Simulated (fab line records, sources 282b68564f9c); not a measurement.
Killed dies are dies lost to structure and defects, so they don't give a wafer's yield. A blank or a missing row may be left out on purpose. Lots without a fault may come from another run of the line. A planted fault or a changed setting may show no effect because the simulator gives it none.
A struck lot beside a sound one | flow rit_cmos | 25 steps out of a route of 202
Sound: wafers L258.2, L258.3, L258.5. Struck: wafers L262.2, L262.5, L262.6. The cause comes at the end.
At each step with rows: each side's tool, then ch and its chambers, then its first start. Under that, the readings that differ: sound wafers | struck wafers | difference of the means | sigmas: that difference in standard deviations of wafers without a fault.
alike: readings whose means differ by less than 2 such deviations, and words and numbers that are the same on both sides. not compared: withheld readings, readings that some wafer has no value for, bounds like >300 that may hide the same value, and numbers for which the record gives no deviation and whose values overlap.
The two part at a step that has a row with sigmas, a row that says differs or no value, or rows on one side only. Numbers that don't overlap but have no deviation are shown without sigmas and don't part them. A reading that every wafer of one side lacks parts them only if that side has two wafers or more.

first, 1 step without rows for these wafers: RIT_PRETRO_IMPLANT_08.
RIT_PRETRO_STRIP_09: strips in O2, time 180 s.
  sound on plasma_asher-04 ch 0,1, day 4 08:51; struck on plasma_asher-03 ch 0,1, day 5 05:38
  alike: drypump_motor_current_A
  not compared: rf_hours_counter_h
RIT_PRETRO_TW_MEAS_10:
  sound on film_metro-01, day 4 09:02; struck on film_metro-01, day 5 05:49
  alike: PRETRO_TW
then, 5 steps without rows for these wafers: RIT_GATE_WET_ETCH_00 (etches SiO2 in BOE, target depth 56 nm, time 60 s); RIT_GATE_CLEAN_01 (cleans in SC1, time 600 s); RIT_GATE_CLEAN_02 (cleans in dHF, time 30 s); RIT_GATE_CLEAN_03 (cleans in SC2, time 600 s); RIT_GATE_CLEAN_04 (cleans in dHF, time 60 s).
RIT_FOX2_THK_MEAS_91:
  sound on film_metro-04, day 4 09:33; struck on film_metro-01, day 5 06:20
  alike: FIELD_OXIDE_LEFT_2_THK
then, 2 steps without rows for these wafers: RIT_GATE_OXIDATION_05 (target thk 3 nm, ox time 270 s); RIT_GATE_ANNEAL_06 (time 600 s).
RIT_GATE_THK_MEAS_07:
  sound on film_metro-04, day 4 11:49; struck on film_metro-04, day 5 08:46
  alike: GATE_OXIDE_THK
RIT_GATE_CVD_08: deposits poly-Si from SiH4, target thk 250 nm, time 2314 s.
  sound on lpcvd-02 ch 1, day 4 11:52; struck on lpcvd-02 ch 1, day 5 08:49
  reading                                  | sound             | struck            | difference | sigmas
  model.poly-Si_of_GATE_CVD_08.thk_nm (nm) | 258.1 258.2 259.2 | 349.7 349.9 348.7 | +90.9      |
  alike: spike_tc_centre_C, zone_power_source_pct
RIT_GATE_THK_MEAS_09:
  sound on film_metro-01, day 4 13:29; struck on film_metro-01, day 5 10:40
  reading            | sound             | struck            | difference | sigmas
  GATE_POLY_THK (nm) | 258.1 258.2 259.2 | 349.7 349.9 348.8 | +91.0      | +36
  not compared: hold
then, 5 steps without rows for these wafers: RIT_GATE_COAT_11 (resist thk 850 nm); RIT_GATE_SOFTBAKE_12 (time 60 s); RIT_GATE_EXPOSE_13 (exposes mask M6, target cd 150 nm); RIT_GATE_PEB_14; RIT_GATE_DEVELOP_15 (develop time 50 s).
RIT_GATE_CD_MEAS_16: target cd 150 nm.
  sound on cd_sem-02, day 4 14:25; struck on cd_sem-01, day 5 17:01
  alike: cd_nm
RIT_GATE_OVL_MEAS_17:
  sound on overlay-01, day 4 14:31; struck on overlay-01, day 5 17:07
  alike: GATE_OVL
then, 1 step without rows for these wafers: RIT_GATE_HARDBAKE_18 (time 60 s).
RIT_GATE_ETCH_19: etches poly-Si in SF6/CHF3/O2, stops on SiO2, time 165 s, target depth 312.5 nm.
  sound on rie_si-02 ch 0,1,2, day 4 14:42; struck on rie_si-02 ch 1,2, day 5 17:17
  reading                          | sound             | struck            | difference | sigmas
  oes_product_au (a.u.)            | 0.855 0.855 0.874 | 1.041 1.059 0.993 | +0.170     | +13
  model.GATE.feature_depth_nm (nm) | 258.1 258.2 259.2 | 326.3 329.4 321.5 | +67.2      |
  model.etch.depth_nm (nm)         | 258.1 258.2 259.2 | 326.3 329.4 321.5 | +67.2      |
  alike: drypump_motor_current_A, throttle_valve_pct
  not compared: rf_hours_counter_h
RIT_GATE_STRIP_20: strips in O2, time 180 s.
  sound on plasma_asher-03 ch 0,1, day 4 14:48; struck on plasma_asher-01 ch 0,1, day 5 21:45
  reading                                  | sound             | struck            | difference | sigmas
  model.poly-Si_of_GATE_CVD_08.thk_nm (nm) | 257.5 257.6 258.6 | 349.1 349.4 348.2 | +91.0      |
  alike: drypump_motor_current_A
  not compared: rf_hours_counter_h
RIT_GATE_CD_MEAS_90: target cd 150 nm.
  sound on cd_sem-01, day 4 15:00; struck on cd_sem-01, day 5 21:59
  alike: cd_nm

WHERE THEY PART
First at RIT_GATE_THK_MEAS_09; last, within this record, at RIT_GATE_ETCH_19. Later steps at which nothing parts them and some readings are alike: RIT_GATE_STRIP_20, RIT_GATE_CD_MEAS_90.

WHY: what the simulator had put in
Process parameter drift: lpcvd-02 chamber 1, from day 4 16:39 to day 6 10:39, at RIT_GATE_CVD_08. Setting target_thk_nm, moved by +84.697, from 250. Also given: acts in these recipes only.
